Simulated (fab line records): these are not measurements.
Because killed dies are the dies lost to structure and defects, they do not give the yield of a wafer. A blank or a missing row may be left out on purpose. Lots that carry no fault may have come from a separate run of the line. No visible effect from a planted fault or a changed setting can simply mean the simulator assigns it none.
Check of tool commonality | flow berkeley cmos170 | Sampled: 15 lots, 44 wafers

## THE REASON FOR OPENING IT
Of 15 lots, 3 have the reading V2_POLISHED_THK flagged at UCB170_V2_THK_MEAS_04. Wafers without a fault read 1000.1 nm, standard deviation 1.1.
Rule: a lot is flagged in two cases, either no wafer of it has a number, or all its wafers with numbers fall more than 4 standard deviations from that mean. All remaining lots are regarded as sound.

lot  | measured     | on            | V2_POLISHED_THK (nm), wafer by wafer | flag
L625 | day 7 20:41  | film metro-01 | 999.3 999.9 999.6                    |
L628 | day 8 08:47  | film metro-01 | 998.4 999.9 999.2                    |
L627 | day 8 09:04  | film metro-01 | 1001.5 1000.7 1002.4                 |
L626 | day 8 12:40  | film metro-01 | 1000.4 999.0 1000.3                  |
L629 | day 8 18:18  | film metro-02 | 998.2 999.4 1001.0                   |
L632 | day 9 02:42  | film metro-01 | 925.0 924.2                          | FLAGGED
L633 | day 9 03:31  | film metro-01 | 925.0 925.1 927.0                    | FLAGGED
L635 | day 9 20:37  | film metro-02 | 1000.9 999.1 1001.2                  |
L636 | day 9 20:51  | film metro-03 | 922.8 925.4 925.4                    | FLAGGED
L643 | day 11 10:00 | film metro-01 | 998.5 998.8 1001.7                   |
L642 | day 11 10:44 | film metro-01 | 1001.5 1001.4 1001.7                 |
L645 | day 12 01:41 | film metro-03 | 998.6 997.9 1001.1                   |
L646 | day 12 02:01 | film metro-02 | 1001.3 1000.1 999.9                  |
L647 | day 12 10:04 | film metro-01 | 999.3 999.9 999.9                    |
L648 | day 12 18:44 | film metro-01 | 999.2 1000.1 999.7                   |
The numbers of the flagged lots are 925.0 nm on average: -75.1 nm against the usual, or -68 standard deviations.

## TOOL THAT RAN EACH LOT
Before the reading, the record contains 3 process steps out of a 331-step route. Cell contents, in order: the tool; ch with the chambers the sampled wafers went through; the start.
lot  | flag    | UCB170_ZERO_STRIP_07                | UCB170_PFIELD_STRIP_08              | UCB170_V2_CMP_02
L625 |         | plasma asher-04 ch 0,1, day 1 19:14 | plasma asher-01 ch 0, day 4 16:58   | cmp-02 ch 1,3, day 7 20:19
L628 |         | plasma asher-02 ch 0,1, day 2 11:38 | plasma asher-04 ch 0,1, day 5 04:44 | cmp-01 ch 1,2, day 8 08:20
L627 |         | plasma asher-01 ch 0,1, day 2 07:10 | plasma asher-01 ch 0,1, day 5 04:58 | cmp-01 ch 2,3, day 8 08:38
L626 |         | plasma asher-02 ch 0,1, day 2 02:40 | plasma asher-02 ch 0,1, day 5 04:34 | cmp-02 ch 0,3, day 8 12:16
L629 |         | plasma asher-04 ch 0,1, day 2 16:18 | plasma asher-01 ch 0,1, day 5 14:04 | cmp-01 ch 1,2, day 8 17:55
L632 | FLAGGED | plasma asher-04 ch 0, day 3 11:58   | plasma asher-01 ch 0, day 5 19:52   | cmp-01 ch 0,1, day 9 02:25
L633 | FLAGGED | plasma asher-02 ch 0,1, day 3 11:26 | plasma asher-01 ch 0, day 5 19:26   | cmp-01 ch 2,3, day 9 03:05
L635 |         | plasma asher-02 ch 0, day 3 22:53   | plasma asher-04 ch 0,1, day 6 14:40 | cmp-02 ch 0,1,3, day 9 20:11
L636 | FLAGGED | plasma asher-04 ch 0,1, day 4 00:39 | plasma asher-02 ch 0,1, day 6 13:18 | cmp-01 ch 1,2, day 9 20:24
L643 |         | plasma asher-01 ch 1, day 5 14:28   | plasma asher-04 ch 0,1, day 8 02:02 | cmp-02 ch 0,3, day 11 09:34
L642 |         | plasma asher-04 ch 0,1, day 5 08:01 | plasma asher-02 ch 0,1, day 7 21:34 | cmp-02 ch 1,2, day 11 10:18
L645 |         | plasma asher-01 ch 0,1, day 5 23:23 | plasma asher-02 ch 0,1, day 8 17:13 | cmp-01 ch 0,1, day 12 01:14
L646 |         | plasma asher-04 ch 0,1, day 6 05:31 | plasma asher-04 ch 0, day 8 16:57   | cmp-02 ch 1,2, day 12 01:36
L647 |         | plasma asher-02 ch 0,1, day 6 10:30 | plasma asher-04 ch 0,1, day 9 05:35 | cmp-02 ch 2,3, day 12 09:38
L648 |         | plasma asher-01 ch 0,1, day 6 14:14 | plasma asher-02 ch 0,1, day 9 13:00 | cmp-01 ch 1,2,3, day 12 18:19
What these steps do:
- UCB170_ZERO_STRIP_07: strips in O2.
- UCB170_PFIELD_STRIP_08: strips in O2.
- UCB170_V2_CMP_02: polishes SiO2.
- UCB170_V2_THK_MEAS_04

## FLAGGED OVER TOTAL, TOOL BY TOOL (the gauges that took the reading come last)
step                   | tool            | lots run | flagged | share of the flagged lots | sound lots run after its first flagged lot
UCB170_ZERO_STRIP_07   | plasma asher-01 | 4        | 0       | none                      | -
UCB170_ZERO_STRIP_07   | plasma asher-02 | 5        | 1       | some                      | 2 (L635,L647)
UCB170_ZERO_STRIP_07   | plasma asher-04 | 6        | 2       | some                      | 2 (L642,L646)
UCB170_PFIELD_STRIP_08 | plasma asher-01 | 5        | 2       | some                      | 0
UCB170_PFIELD_STRIP_08 | plasma asher-02 | 5        | 1       | some                      | 3 (L642,L645,L648)
UCB170_PFIELD_STRIP_08 | plasma asher-04 | 5        | 0       | none                      | -
UCB170_V2_CMP_02       | cmp-01          | 8        | 3       | all                       | 2 (L645,L648)
UCB170_V2_CMP_02       | cmp-02          | 7        | 0       | none                      | -
UCB170_V2_THK_MEAS_04  | film metro-01   | 10       | 2       | some                      | 4 (L643,L642,L647,L648)
UCB170_V2_THK_MEAS_04  | film metro-02   | 3        | 0       | none                      | -
UCB170_V2_THK_MEAS_04  | film metro-03   | 2        | 1       | some                      | 1 (L645)

## WHAT IS ALLOWED BY THE TABLE
All flagged lots share 1 row of the table, namely cmp-01 at UCB170_V2_CMP_02.
- cmp-01 at UCB170_V2_CMP_02: 3 of its 8 lots flagged. Sound lots ran on it after the first flagged one (L645, L648), which a lasting fault on the whole tool wouldn't allow.
Not one row of the table ran every flagged lot while running no sound lot after the first.

## WHAT WAS PUT IN BY THE SIMULATOR
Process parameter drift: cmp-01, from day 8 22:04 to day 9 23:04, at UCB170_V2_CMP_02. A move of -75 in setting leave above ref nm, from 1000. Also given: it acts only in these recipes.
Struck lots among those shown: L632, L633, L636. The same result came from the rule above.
